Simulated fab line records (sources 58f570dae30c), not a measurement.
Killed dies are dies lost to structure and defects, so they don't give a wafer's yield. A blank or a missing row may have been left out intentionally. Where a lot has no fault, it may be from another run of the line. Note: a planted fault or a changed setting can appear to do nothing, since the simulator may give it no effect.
2 desks looking at one fault | flow berkeleyCmos170 | numbers are kept per desk, each desk with only its own; the story behind them comes last

METROLOGY DESK
Means of the sampled wafers that have a number, per lot and without regard to the tool the lot ran on: this is what the gauges read. A lot is out of limits, marked OUT, if its mean lies more than 4 standard deviations from the usual mean; the brackets give that distance.
Columns: A = NLDD_OVL at UCB170_NLDD_OVL_MEAS_07, usual -2 nm; B = NSD_RS at UCB170_SDANNEAL_RS_MEAS_03, usual 37.08 ohm/sq
lot  | first seen here | A   | B
L955 | day 7 15:52     | 5   | 37.20
L953 | day 7 16:03     | -3  | 37.30
L952 | day 7 16:18     | 1   | 36.93
L958 | day 8 21:20     | 1   | 37.02
L957 | day 8 21:37     | 3   | 37.03
L959 | day 8 21:55     | -13 | 37.05
L964 | day 9 12:02     | -6  | 37.06
L960 | day 9 12:08     | -1  | 37.16
L961 | day 9 12:17     | 5   | 37.20
L965 | day 10 00:05    | -8  | 37.10
L967 | day 10 22:23    | -2  | 37.13
L969 | day 10 22:38    | 2   | 36.95
L972 | day 11 13:53    | -6  | 37.07
L974 | day 12 04:55    | -8  | 37.19
This desk found nothing out of limits on any of the 14 lots.

DESK OF THE TOOL OWNER: rtpAnneal-01
At UCB170_SILICIDE_RTA_04 (time 15 s), the tool's own readings, given per lot that ran on this tool as the mean of the sampled wafers with a number. A lot is out of limits, marked OUT, if its mean lies more than 4 standard deviations from the usual mean; the brackets give that distance.
Columns: A = annealTempCMax at UCB170_SILICIDE_RTA_04, usual 653.8; B = chamberO2Ppm at UCB170_SILICIDE_RTA_04, usual 1.997; C = lampPowerPct at UCB170_SILICIDE_RTA_04, usual 11.02 %; D = wafer_temp_C_max at UCB170_SILICIDE_RTA_04, usual 652.8
lot  | first seen here | A     | B                         | C     | D
L953 | day 8 06:39     | 653.6 | 1.993                     | 11.23 | 652.5
L957 | day 9 09:47     | 654.0 | 1.997                     | 11.23 | 652.2
L960 | day 10 00:26    | 653.9 | 2.006                     | 11.22 | 652.3
L961 | day 10 01:19    | 653.7 | 302.023 (+99 or more) OUT | 11.24 | 652.5
L965 | day 10 11:25    | 654.3 | 301.993 (+99 or more) OUT | 11.23 | 653.1
This desk's verdict: out of limits on L961, L965, starting with L961 at day 10 01:19 (chamberO2Ppm at UCB170_SILICIDE_RTA_04). In limits: L953, L957, L960.

TAKEN TOGETHER
The tool owner's desk had the chance to raise an alarm at day 10 01:19 on L961, L965.
At the metrology desk, nothing out of limits was observed.
The metrology desk holds a record of L961, L965, inside its limits.
UCB170_SILICIDE_RTA_04 was run on rtpAnneal-01 by each of the lots named.

WHAT THE SIMULATOR PUT IN
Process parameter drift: rtpAnneal-01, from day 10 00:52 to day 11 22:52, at UCB170_SILICIDE_RTA_04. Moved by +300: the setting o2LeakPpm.
Struck lots among those shown: L961, L965.
Delay in hours, fault start to first out-of-limits reading, by desk: the tool owner's desk at 0.
